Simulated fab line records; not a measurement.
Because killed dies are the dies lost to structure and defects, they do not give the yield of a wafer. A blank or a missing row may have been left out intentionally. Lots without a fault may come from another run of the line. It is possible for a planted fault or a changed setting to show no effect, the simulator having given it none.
Chamber matching | flow ritCmos | RIT_CONTACT_ETCH_11 on rieDiel-03: 4 sister chambers
The step etches SiO2 in CHF3/CF4/Ar, stops on TiSi2, target depth 480 nm, time 320 s. 4 wafers are shown with their chamber, then 8 later ones without.

== WAFERS, EACH WITH ITS CHAMBER ==
wafer  | chamber | drypumpMotorCurrentA (A)
L883.2 | 3       | 5.6
L884.1 | 2       | 6.0
L884.5 | 1       | 6.2
L886.1 | 0       | 5.5

== WAFERS WITHOUT THEIR CHAMBER ==
wafer  | drypumpMotorCurrentA (A)
L886.3 | 5.5
L886.6 | 6.2
L887.1 | 5.5
L887.2 | 6.2
L887.6 | 5.5
L897.1 | 6.1
L897.5 | 5.6
L897.6 | 5.5

== CHAMBER TAKEN BY EACH ==
wafer  | from the rows above     | in truth
L886.3 | 0                       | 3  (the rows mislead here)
L886.6 | 1                       | 1
L887.1 | 0                       | 0
L887.2 | 1                       | 1
L887.6 | 0                       | 0
L897.1 | can't be placed: 2 or 1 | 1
L897.5 | 3                       | 3
L897.6 | 0                       | 0
Correctly placed: 6 of 8. Cannot be placed on the basis of these rows: 1; the candidates contain the true chamber in 1. Wrongly placed: 1.
How it was worked out, from the rows above alone: a wafer's distance from a chamber is the root of the sum, over the readings, of the square of ((its reading less the chamber's mean) divided by the reading's scatter). If the next closest chamber is less than 2 further off than the closest, the wafer can't be placed; otherwise it belongs to the closest. A chamber's mean is the mean of its shown wafers. The scatter (one wafer shown for each chamber): square how far every hidden wafer sits from the nearest shown wafer, average those squares and take the square root.
